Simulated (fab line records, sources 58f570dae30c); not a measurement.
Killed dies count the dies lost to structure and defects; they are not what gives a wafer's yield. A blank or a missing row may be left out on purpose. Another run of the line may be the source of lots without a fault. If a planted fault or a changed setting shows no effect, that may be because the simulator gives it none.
Matching of chambers    flow berkeley cmos170    rie si-01 running UCB170_GATE_ETCH_15: 4 sister chambers
The step etches poly-Si in HBr/Cl2, stops on SiO2, time 56.3 s, target depth 278.2 nm. 16 wafers are shown with their chamber, then 8 later ones without.

WAFERS WITH THEIR CHAMBER
wafer   chamber  throttle valve pct (%)  drypump motor current A (A)  rf fwd power W (W)
L130.2  0        26.75                   5.7                          295.9
L130.3  3        26.25                   5.9                          297.6
L130.5  0        26.74                   5.7                          295.3
L132.1  2        26.29                   5.9                          296.2
L132.2  1        26.42                   5.4                          295.3
L132.5  1        26.42                   5.5                          296.5
L134.2  0        26.72                   5.7                          294.2
L134.4  2        26.29                   5.9                          296.2
L134.6  2        26.31                   5.9                          298.6
L135.1  2        26.31                   5.9                          297.3
L135.3  1        26.41                   5.4                          298.6
L135.5  3        26.25                   6.0                          297.9
L142.1  0        26.74                   5.7                          294.8
L142.2  2        26.30                   5.9                          297.6
L142.6  1        26.42                   5.4                          297.3
L148.3  3        26.27                   5.9                          298.5

SIGNATURES (averages over the wafers above)
reading                  chamber 0  chamber 1  chamber 2  chamber 3  scatter within a chamber
throttle valve pct       26.7375    26.4175    26.3000    26.2567    0.0101
drypump motor current A  5.700      5.425      5.900      5.933      0.0344
rf fwd power W           295.050    296.925    297.180    298.000    0.995
Rule: a wafer's distance from a chamber is the root of the sum, over the readings, of the square of ((its reading less the chamber's mean) divided by the reading's scatter). The wafer belongs to the nearest chamber; if the next one is less than 2 further off, it can't be placed. The scatter: the root of (the sum of the squares of (reading less its chamber's mean) over the shown wafers, divided by (wafers less chambers)).

WAFERS WITHOUT THEIR CHAMBER
wafer   throttle valve pct (%)  drypump motor current A (A)  rf fwd power W (W)
L148.4  26.31                   5.9                          296.6
L148.5  26.74                   5.7                          294.1
L149.1  26.25                   5.9                          297.1
L149.2  26.76                   5.7                          294.1
L149.5  26.43                   5.5                          297.3
L151.1  26.74                   5.7                          295.7
L151.2  26.31                   5.9                          296.6
L151.3  26.42                   5.4                          297.8

WHICH CHAMBER EACH ONE RAN IN
wafer   from the rows above  in truth
L148.4  2                    2
L148.5  0                    0
L149.1  3                    3
L149.2  0                    0
L149.5  1                    1
L151.1  0                    0
L151.2  2                    2
L151.3  1                    1
Correctly placed: 8 of 8. Can't be placed from these rows: 0. Placed wrongly: 0.
